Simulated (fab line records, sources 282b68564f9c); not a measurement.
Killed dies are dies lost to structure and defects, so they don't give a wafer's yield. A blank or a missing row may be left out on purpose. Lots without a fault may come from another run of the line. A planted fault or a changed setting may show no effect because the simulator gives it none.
fab line records | flow rit_cmos
record lots=6 wafers=18 last_day=7
route steps=202 shown NLDD@110 PLDD@114 SPACER@125 NSD@131 PSD@142 M1@202
lots that met no fault: from a run of the same line without faults
start_h: hours from the record's first day to the start of the lot's first wafer shown | wait_h: hours since the lot's step before | " the same as in the row above | L1.1+2: a row that stands for several wafers | - no value, or no start given | * or withheld: withheld | < > ~ a bound
route shown NAME@n: a module of which the file shows steps, and the number in the route of the first | usual: mean/standard deviation of fault-free wafers | same: alike in all rows | chamber/n: place in a boat | sites: the reading at each site | _std_site: their standard deviation | _edge_site: outer sites' mean less inner sites' | radius_mm: how far each site lies from the wafer's centre | mask NAME#n: copy n | behind: the tool/chamber that last shaped the wafer | hold: why the lot was held/for how many hours/how that ended | device: the transistor (n, p or np) that didn't switch | end of line: the same wafers' tests at the end of the route | a step without rows: its recipe alone | killed: dies lost to structure and defects at the first sort, not the wafer's yield | map: a wafer's dies, x killed, . not, _ none there
set.NAME: the setting as run; set.NAME@STEP: as run at that earlier step | model.NAME: the simulator's own value behind a step, which no gauge read
lots at some steps of the route; a table a step, a row a wafer
services: from which hour (start_h, from the record's first day; less than 0 if before it) a tool's chamber was out of use, for how many hours, and why
## steps
# step RIT_NLDD_HARDBAKE_07
# recipe resist=NOVOLAK temp_c=140 time_s=60
# step RIT_NLDD_IMPLANT_08
# recipe species=P energy_kev=20 dose_cm2=5e+14 tilt_deg=7
# step RIT_NLDD_STRIP_09
# recipe chemistry=O2 time_s=180 resist=NOVOLAK platen_temp_c=withheld power_w=500 pressure_mtorr=4000 o2_flow_sccm=4000
# usual drypump_motor_current_A=5.66/0.26
# same time_s=180
# columns lot.wafer tool chamber start_h wait_h drypump_motor_current_A rf_hours_counter_h
L146.1 plasma_asher-04 0 67.47 0.1 5.25 43
L146.2 " 1 " " 5.80 43
L146.3 " 0 " " 5.27 -
L148.1 plasma_asher-04 0 82.80 0.1 5.22 45
L148.2 " 1 " " 5.79 45
L148.5 " 1 " " 5.78 -
L152.1 plasma_asher-04 0 96.54 0.1 5.21 46
L152.2 " 1 " " 5.83 46
L152.4 " 0 " " 5.22 -
L153.1 plasma_asher-02 1 102.54 0.1 6.02 31
L153.2 " 0 " " 5.76 31
L153.5 " 1 " " 6.01 -
L162.2 plasma_asher-02 0 141.25 0.1 5.75 36
L162.4 " 0 " " 5.79 -
L162.5 " 1 " " 6.00 -
L163.1 plasma_asher-03 1 145.12 0.1 5.72 3
L163.2 " 0 " " 5.40 3
L163.3 " 1 " " 5.77 -
# step RIT_NLDD_TW_MEAS_10
# usual NLDD_TW=2480/15
# columns lot.wafer tool chamber start_h wait_h NLDD_TW
L146.1 film_metro-01 - 67.64 0.1 2467
L146.2 " - " " 2456
L146.3 " - " " 2455
L148.1 film_metro-01 - 82.98 0.1 2457
L148.2 " - " " 2475
L148.5 " - " " 2458
L152.1 film_metro-02 - 96.72 0.1 2501
L152.2 " - " " 2497
L152.4 " - " " 2497
L153.1 film_metro-03 - 102.71 0.1 2476
L153.2 " - " " 2478
L153.5 " - " " 2485
L162.2 film_metro-01 - 141.44 0.1 2482
L162.4 " - " " 2467
L162.5 " - " " 2485
L163.1 film_metro-01 - 145.29 0.1 2478
L163.2 " - " " 2480
L163.3 " - " " 2478
# step RIT_PLDD_HMDS_00
# recipe prime_time_s=60 prime_temp_c=140
# step RIT_PLDD_COAT_01
# recipe resist=NOVOLAK spin_rpm=3250 resist_thk_nm=1000
# step RIT_PLDD_SOFTBAKE_02
# recipe resist=NOVOLAK temp_c=90 time_s=60
# step RIT_PLDD_EXPOSE_03
# recipe mask_id=M8 na=0.57 target_cd_nm=40900 dose_mj=250
# step RIT_PLDD_PEB_04
# recipe resist=NOVOLAK temp_c=withheld time_s=withheld
# step RIT_PLDD_DEVELOP_05
# recipe resist=NOVOLAK develop_time_s=50 dev_temp_c=23
# step RIT_PLDD_OVL_MEAS_06
# usual PLDD_OVL=0.3/1.5
# columns lot.wafer tool chamber start_h wait_h PLDD_OVL[nm]
L146.1 overlay-02 - 68.75 - -0.8
L146.2 " - " " 0.1
L146.3 " - " " -0.3
L148.1 overlay-02 - 83.89 - -1.4
L148.2 " - " " -0.5
L148.5 " - " " 0.6
L152.1 overlay-02 - 97.63 - -0.2
L152.2 " - " " 0.4
L152.4 " - " " 0.2
L153.1 overlay-01 - 103.90 - 0.4
L153.2 " - " " 1.4
L153.5 " - " " -0.6
L162.2 overlay-01 - 142.75 - 2.1
L162.4 " - " " 2.8
L162.5 " - " " 3.7
L163.1 overlay-02 - 146.20 - 1.4
L163.2 " - " " 2.6
L163.3 " - " " 3.0
# step RIT_PLDD_HARDBAKE_07
# recipe resist=NOVOLAK temp_c=140 time_s=60
# step RIT_PLDD_IMPLANT_08
# recipe species=BF2 energy_kev=20 dose_cm2=9e+14 tilt_deg=7
# usual dose_ions_cm2=8.998e+14/1.2e+12 tilt_deg=6.997/0.02
# columns lot.wafer tool chamber start_h wait_h dose_ions_cm2 tilt_deg
L146.1 implanter-01 0 68.94 0.1 8.982e+14 6.962
L146.2 " 0 " " 9.006e+14 6.971
L146.3 " 0 " " 9.02e+14 6.956
L148.1 implanter-02 0 84.08 0.1 9.005e+14 7.030
L148.2 " 0 " " 8.995e+14 6.997
L148.5 " 0 " " 8.982e+14 6.992
L152.1 implanter-02 0 97.81 0.1 9.148e+14 6.995
L152.2 " 0 " " 9.165e+14 6.969
L152.4 " 0 " " 9.156e+14 6.988
L153.1 implanter-02 0 104.08 0.1 9.161e+14 6.983
L153.2 " 0 " " 9.161e+14 6.982
L153.5 " 0 " " 9.153e+14 6.988
L162.2 implanter-03 0 142.96 0.1 9.015e+14 7.012
L162.4 " 0 " " 8.993e+14 7.007
L162.5 " 0 " " 9.008e+14 6.996
L163.1 implanter-01 0 146.39 0.1 9.023e+14 6.986
L163.2 " 0 " " 9.003e+14 7.014
L163.3 " 0 " " 8.997e+14 6.996
# step RIT_PLDD_STRIP_09
# recipe chemistry=O2 time_s=180 resist=NOVOLAK platen_temp_c=withheld power_w=500 pressure_mtorr=4000 o2_flow_sccm=4000
# usual drypump_motor_current_A=5.72/0.29
# same time_s=180
# columns lot.wafer tool chamber start_h wait_h drypump_motor_current_A rf_hours_counter_h
L146.1 plasma_asher-04 0 69.09 0.1 5.24 43
L146.2 " 1 " " 5.81 43
L146.3 " 0 " " 5.23 -
L148.1 plasma_asher-04 1 84.23 0.1 5.81 45
L148.2 " 0 " " 5.22 45
L148.5 " 1 " " 5.82 -
L152.1 plasma_asher-01 1 97.96 0.1 6.07 43
L152.2 " 0 " " 5.74 43
L152.4 " 1 " " 6.06 -
L153.1 plasma_asher-04 0 104.23 0.1 5.21 47
L153.2 " 1 " " 5.78 47
L153.5 " 0 " " 5.24 -
L162.2 plasma_asher-04 0 143.08 0.1 5.26 51
L162.4 " 0 " " 5.22 -
L162.5 " 1 " " 5.80 -
L163.1 plasma_asher-02 1 146.54 0.1 6.00 36
L163.2 " 0 " " 5.76 36
L163.3 " 0 " " 5.77 -
# step RIT_PLDD_TW_MEAS_10
# usual PLDD_TW=2344/13
# columns lot.wafer tool chamber start_h wait_h PLDD_TW
L146.1 film_metro-03 - 69.26 0.1 2337
L146.2 " - " " 2343
L146.3 " - " " 2339
L148.1 film_metro-03 - 84.40 0.1 2344
L148.2 " - " " 2362
L148.5 " - " " 2355
L152.1 film_metro-03 - 98.14 0.1 2346
L152.2 " - " " 2352
L152.4 " - " " 2348
L153.1 film_metro-03 - 104.41 0.1 2352
L153.2 " - " " 2361
L153.5 " - " " 2340
L162.2 film_metro-02 - 143.27 0.1 2361
L162.4 " - " " 2349
L162.5 " - " " 2348
L163.1 film_metro-02 - 146.71 0.1 2350
L163.2 " - " " 2339
L163.3 " - " " 2342
# step RIT_SPACER_CLEAN_00
# recipe chemistry=SC1 mix=3:3:50 time_s=600 temp_c=75
# step RIT_SPACER_CLEAN_01
# recipe chemistry=dHF dilution=50:1 time_s=30
# step RIT_SPACER_CLEAN_02
# recipe chemistry=SC2 mix=3:3:50 time_s=600 temp_c=75 dry=n2_spin
# step RIT_SPACER_CVD_03
# recipe material=Si3N4 target_thk_nm=250 temp_c=810 precursor=SiH2Cl2/NH3 time_s=3300 pressure_mtorr=300 sih2cl2_flow_sccm=60 nh3_flow_sccm=150
# step RIT_SPACER_THK_MEAS_04
# recipe reads=Si3N4_of_SPACER_CVD_03
# usual SPACER_NITRIDE_THK=249.3/2.9
# columns lot.wafer tool chamber start_h wait_h SPACER_NITRIDE_THK[nm]
L146.1 film_metro-04 - 71.62 0.0 246.9
L146.2 " - " " 247.6
L146.3 " - " " 250.0
L148.1 film_metro-02 - 86.78 0.0 252.3
L148.2 " - " " 251.9
L148.5 " - " " 251.3
L152.1 film_metro-04 - 100.48 0.0 251.7
L152.2 " - " " 252.4
L152.4 " - " " 253.2
L153.1 film_metro-01 - 106.78 0.0 248.9
L153.2 " - " " 250.7
L153.5 " - " " 252.8
L162.2 film_metro-04 - 147.12 0.0 248.0
L162.4 " - " " 247.9
L162.5 " - " " 243.5
L163.1 film_metro-01 - 149.07 0.0 245.3
L163.2 " - " " 247.0
L163.3 " - " " 249.7
# step RIT_SPACER_ETCHBACK_05
# recipe target_depth_a=2500 SF6_flow_sccm=30 CHF3_flow_sccm=30 target=Si3N4 chemistry=SF6/CHF3 pressure_mtorr=40 rf_w=250 time_s=240 stop_on=SiO2
# usual SF6_flow_sccm=30.00/0.088 drypump_motor_current_A=5.6/0.41 oes_product_au=0.849/0.014 throttle_valve_pct=10.19/0.15
# same time_s=240
# columns lot.wafer tool chamber start_h wait_h SF6_flow_sccm drypump_motor_current_A oes_product_au rf_hours_counter_h throttle_valve_pct
L146.1 rie_diel-04 1 71.68 0.1 30.06 5.3 0.846 7 9.92
L146.2 " 3 " " 30.04 6.0 0.835 113 10.01
L146.3 " 0 " " 30.01 5.6 0.831 46 10.19
L148.1 rie_diel-01 2 86.84 0.1 29.99 4.7 0.886 0 10.18
L148.2 " 1 " " 29.94 5.1 0.852 5 10.36
L148.5 " 3 " " 29.96 6.1 0.868 - 10.34
L152.1 rie_diel-04 2 100.54 0.1 29.83 5.6 0.865 106 10.33
L152.2 " 0 " " 29.97 5.6 0.835 46 10.20
L152.4 " 1 " " 29.94 5.3 0.860 8 9.92
L153.1 rie_diel-01 3 106.84 0.1 29.97 6.1 0.862 74 10.33
L153.2 " 1 " " 30.11 5.1 0.866 5 10.36
L153.5 " 3 " " 29.93 6.1 0.869 - 10.33
L162.2 rie_diel-03 1 147.17 0.0 30.04 5.6 0.841 117 10.26
L162.4 " 2 " " 30.07 5.7 0.842 4 10.29
L162.5 " 2 " " 29.96 5.7 0.833 - 10.29
L163.1 rie_diel-04 2 149.13 0.1 30.00 5.6 0.848 106 10.32
L163.2 " 3 " " 29.83 6.0 0.828 115 10.02
L163.3 " 1 " " 30.00 5.3 0.854 8 9.91
# step RIT_NSD_HMDS_00
# recipe prime_time_s=60 prime_temp_c=140
# step RIT_NSD_COAT_01
# recipe resist=NOVOLAK spin_rpm=3250 resist_thk_nm=1000
# step RIT_NSD_SOFTBAKE_02
# recipe resist=NOVOLAK temp_c=90 time_s=60
# step RIT_NSD_EXPOSE_03
# recipe mask_id=M9 na=0.57 target_cd_nm=40700 dose_mj=250
# step RIT_NSD_PEB_04
# recipe resist=NOVOLAK temp_c=withheld time_s=withheld
# step RIT_NSD_DEVELOP_05
# recipe resist=NOVOLAK develop_time_s=50 dev_temp_c=23
# step RIT_NSD_OVL_MEAS_06
# usual NSD_OVL=0.8/1.3
# columns lot.wafer tool chamber start_h wait_h NSD_OVL[nm]
L146.1 overlay-01 - 72.81 - 1.8
L146.2 " - " " -0.1
L146.3 " - " " 0.4
L148.1 overlay-02 - 87.96 - -2.2
L148.2 " - " " 0.6
L148.5 " - " " 2.4
L152.1 overlay-02 - 101.67 - 0.8
L152.2 " - " " 1.9
L152.4 " - " " 2.3
L153.1 overlay-01 - 107.84 - 0.6
L153.2 " - " " -0.5
L153.5 " - " " 1.1
L162.2 overlay-02 - 148.18 - 0.1
L162.4 " - " " 0.0
L162.5 " - " " 0.5
L163.1 overlay-02 - 150.13 - 0.4
L163.2 " - " " 0.9
L163.3 " - " " 0.7
# step RIT_NSD_HARDBAKE_07
# recipe resist=NOVOLAK temp_c=140 time_s=60
# step RIT_NSD_IMPLANT_08
# recipe species=P energy_kev=25 dose_cm2=1e+15 tilt_deg=7
# step RIT_NSD_STRIP_09
# recipe chemistry=O2 time_s=180 resist=NOVOLAK platen_temp_c=withheld power_w=500 pressure_mtorr=4000 o2_flow_sccm=4000
# usual drypump_motor_current_A=5.76/0.23
# same time_s=180
# columns lot.wafer tool chamber start_h wait_h drypump_motor_current_A rf_hours_counter_h
L146.1 plasma_asher-01 1 73.14 0.1 6.07 40
L146.2 " 0 " " 5.74 40
L146.3 " 0 " " 5.72 -
L148.1 plasma_asher-01 0 88.30 0.1 5.71 42
L148.2 " 1 " " 6.07 42
L148.5 " 1 " " 6.09 -
L152.1 plasma_asher-03 1 102.00 0.1 5.72 46
L152.2 " 0 " " 5.39 46
L152.4 " 0 " " 5.42 -
L153.1 plasma_asher-03 0 108.18 0.1 5.39 47
L153.2 " 1 " " 5.74 47
L153.5 " 0 " " 5.37 -
L162.2 plasma_asher-02 1 148.51 0.1 6.03 36
L162.4 " 1 " " 6.02 -
L162.5 " 1 " " 6.04 -
L163.1 plasma_asher-01 0 150.47 0.1 5.75 50
L163.2 " 1 " " 6.05 50
L163.3 " 0 " " 5.73 -
# step RIT_NSD_TW_MEAS_10
# usual NSD_TW=3109/20
# columns lot.wafer tool chamber start_h wait_h NSD_TW
L146.1 film_metro-01 - 73.32 0.1 3083
L146.2 " - " " 3082
L146.3 " - " " 3092
L148.1 film_metro-01 - 88.47 0.1 3086
L148.2 " - " " 3091
L148.5 " - " " 3084
L152.1 film_metro-03 - 102.18 0.1 3098
L152.2 " - " " 3112
L152.4 " - " " 3099
L153.1 film_metro-01 - 108.36 0.1 3105
L153.2 " - " " 3095
L153.5 " - " " 3090
L162.2 film_metro-03 - 148.69 0.1 3138
L162.4 " - " " 3144
L162.5 " - " " 3141
L163.1 film_metro-01 - 150.64 0.1 3113
L163.2 " - " " 3117
L163.3 " - " " 3106
# step RIT_PSD_HMDS_00
# recipe prime_time_s=60 prime_temp_c=140
# step RIT_PSD_COAT_01
# recipe resist=NOVOLAK spin_rpm=3250 resist_thk_nm=1000
# step RIT_PSD_SOFTBAKE_02
# recipe resist=NOVOLAK temp_c=90 time_s=60
# step RIT_PSD_EXPOSE_03
# recipe mask_id=M10 na=0.57 target_cd_nm=40900 dose_mj=250
# step RIT_PSD_PEB_04
# recipe resist=NOVOLAK temp_c=withheld time_s=withheld
# step RIT_PSD_DEVELOP_05
# recipe resist=NOVOLAK develop_time_s=50 dev_temp_c=23
# step RIT_PSD_OVL_MEAS_06
# usual PSD_OVL=1.1/1.4
# columns lot.wafer tool chamber start_h wait_h PSD_OVL[nm]
L146.1 overlay-01 - 74.35 - -1.5
L146.2 " - " " -0.2
L146.3 " - " " 0.3
L148.1 overlay-02 - 89.55 - 0.5
L148.2 " - " " 0.3
L148.5 " - " " 1.6
L152.1 overlay-01 - 103.09 - 1.5
L152.2 " - " " 2.0
L152.4 " - " " 3.8
L153.1 overlay-02 - 109.27 - 3.9
L153.2 " - " " 2.5
L153.5 " - " " 1.2
L162.2 overlay-01 - 149.60 - 1.3
L162.4 " - " " 0.4
L162.5 " - " " 0.9
L163.1 overlay-01 - 151.55 - 1.8
L163.2 " - " " 1.8
L163.3 " - " " 1.9
# step RIT_PSD_HARDBAKE_07
# recipe resist=NOVOLAK temp_c=140 time_s=60
# step RIT_PSD_IMPLANT_08
# recipe species=BF2 energy_kev=27 dose_cm2=5e+15 tilt_deg=7
# step RIT_PSD_STRIP_09
# recipe chemistry=O2 time_s=180 resist=NOVOLAK platen_temp_c=withheld power_w=500 pressure_mtorr=4000 o2_flow_sccm=4000
# usual drypump_motor_current_A=5.71/0.27
# same time_s=180
# columns lot.wafer tool chamber start_h wait_h drypump_motor_current_A rf_hours_counter_h
L146.1 plasma_asher-04 0 74.69 0.1 5.22 44
L146.2 " 1 " " 5.78 44
L146.3 " 0 " " 5.19 -
L148.1 plasma_asher-01 1 89.89 0.1 6.04 42
L148.2 " 0 " " 5.74 42
L148.5 " 1 " " 6.02 -
L152.1 plasma_asher-01 0 103.64 0.1 5.74 44
L152.2 " 1 " " 6.07 44
L152.4 " 0 " " 5.75 -
L153.1 plasma_asher-01 1 109.82 0.1 6.05 45
L153.2 " 0 " " 5.74 45
L153.5 " 1 " " 6.08 -
L162.2 plasma_asher-03 1 149.93 0.1 5.72 3
L162.4 " 0 " " 5.40 -
L162.5 " 1 " " 5.72 -
L163.1 plasma_asher-03 0 151.89 0.1 5.38 3
L163.2 " 1 " " 5.73 3
L163.3 " 0 " " 5.39 -
# step RIT_SDANNEAL_RS_MEAS_06
# recipe thk_meas_gauge=four-point-probe
# usual PLDD_RS=179.0/0.43
# columns lot.wafer tool chamber start_h wait_h PLDD_RS[ohm/sq]
L146.1 film_metro-03 - 75.60 0.1 178.8
L146.2 " - " " 178.5
L146.3 " - " " 178.2
L148.1 film_metro-02 - 90.79 0.1 177.9
L148.2 " - " " 178.6
L148.5 " - " " 178.3
L152.1 film_metro-01 - 104.54 0.1 177.9
L152.2 " - " " 177.5
L152.4 " - " " 178.2
L153.1 film_metro-03 - 110.74 0.1 176.9
L153.2 " - " " 177.2
L153.5 " - " " 177.1
L162.2 film_metro-03 - 150.89 0.1 179.0
L162.4 " - " " 179.6
L162.5 " - " " 178.6
L163.1 film_metro-03 - 152.86 0.1 179.5
L163.2 " - " " 179.3
L163.3 " - " " 178.9
# step RIT_M1_PROBE_99
# usual killed_at_contacts=0.1/0.37 killed_at_front_end=6.9/2.9 killed_dies=7.1/2.9 killed_open=3.3/1.8 killed_short=3.6/2.2
# same gross_dies=264 killed_at_M0_to_M3=0 killed_at_M4_up=0 killed_at_back_side=0 killed_at_other=0
# columns lot.wafer tool chamber start_h wait_h killed_at_contacts killed_at_front_end killed_dies killed_open killed_short
L146.1 prober-02 - 82.95 0.1 0 7 7 2 5
L146.2 prober-02 - 83.00 0.1 0 15 15 10 5
L146.3 prober-02 - 83.05 0.2 0 3 3 1 2
L148.1 prober-02 - 98.65 0.1 0 5 5 2 3
L148.2 prober-02 - 98.70 0.1 0 8 8 3 5
L148.5 prober-02 - 98.85 0.2 0 2 2 1 1
L152.1 prober-02 - 111.83 0.1 0 11 11 3 8
L152.2 prober-02 - 111.88 0.1 0 11 11 4 7
L152.4 prober-02 - 111.98 0.2 1 8 9 7 1
# killed by level:class
L146.1 FOX1:geometric_particle:short=3 FOX1:geometric_particle:open=2 GATE:geometric_particle:short=1 REOX:geometric_particle:short=1
L146.2 FOX1:geometric_particle:short=4 GATE:geometric_particle:open=4 FOX1:geometric_particle:open=2 REOX:geometric_particle:open=2 FOX2:geometric_particle:open=1 GATE:geometric_particle:short=1 SPACER:geometric_particle:open=1
L146.3 FOX1:geometric_particle:short=1 FOX1:geometric_particle:open=1 GATE:geometric_particle:short=1
L148.1 GATE:geometric_particle:open=2 GATE:geometric_particle:short=2 FOX1:geometric_particle:short=1
L148.2 GATE:geometric_particle:short=3 GATE:geometric_particle:open=2 FOX1:geometric_particle:short=1 FOX2:geometric_particle:short=1 FOX2:geometric_particle:open=1
L148.5 GATE:geometric_particle:open=1 GATE:geometric_particle:short=1
L152.1 GATE:geometric_particle:short=3 FOX1:geometric_particle:short=2 GATE:geometric_particle:open=2 SPACER:geometric_particle:short=2 FOX1:geometric_particle:open=1 SILICIDE:geometric_particle:short=1
L152.2 GATE:geometric_particle:short=4 FOX1:geometric_particle:short=2 GATE:geometric_particle:open=2 REOX:geometric_particle:open=1 SPACER:geometric_particle:open=1 SPACER:geometric_particle:short=1
L152.4 GATE:geometric_particle:open=2 REOX:geometric_particle:open=2 SPACER:geometric_particle:open=2 GATE:geometric_particle:short=1 SILICIDE:geometric_particle:open=1 CONTACT:coat_microbubble_printed=1
## services
# columns tool chamber start_h hours kind
implanter-03 - 50.66 3.6 pm
implanter-02 - 57.82 3.9 pm
plasma_asher-02 - 58.08 9.8 repair
rie_diel-01 2 64.01 - clean
rie_diel-01 2 64.01 20.8 scheduled_down
rie_diel-01 2 64.01 20.8 vent_cycle
plasma_asher-02 - 67.84 9.9 pm
implanter-03 - 77.11 3.3 repair
plasma_asher-04 - 94.35 2.1 repair
plasma_asher-04 - 100.74 0.8 repair
rie_diel-03 0 101.25 13.4 repair
plasma_asher-03 - 108.75 9.0 pm
plasma_asher-03 0 108.75 9.0 vent_cycle
plasma_asher-03 1 108.75 9.0 vent_cycle
rie_diel-01 3 115.03 3.0 repair
plasma_asher-03 0 117.75 - clean
plasma_asher-03 1 117.75 - clean
implanter-03 - 149.36 2.2 repair
## key
first_sign step=RIT_PLDD_IMPLANT_08 reading=dose_ions_cm2 direction=up sigmas=14 usual=8.998e+14 struck=9.157e+14
effect step=RIT_SDANNEAL_RS_MEAS_06 reading=PLDD_RS direction=down sigmas=3.4 usual=179.0 struck=177.5
met_at RIT_PLDD_IMPLANT_08
struck_wafers L152.1,L152.2,L152.4,L153.1,L153.2,L153.5
tester_left_out L152,L153
onset_between 84.08 97.81
fault kind=process_parameter_drift tool=implanter-02 chamber=- onset_h=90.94 steps=RIT_PLDD_IMPLANT_08 channel=dose_cm2 offset=1.5927e+13 shape=step end_h=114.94 acts_in=these_recipes_only stated=9e+14
# tester_left_out: of these lots the tester's yield and bins aren't shown, on N5 and GAA mostly nor the transistor test; their killed dies are dies lost to structure and defects alone, not to doping, threshold or leakage, so they don't give the yield
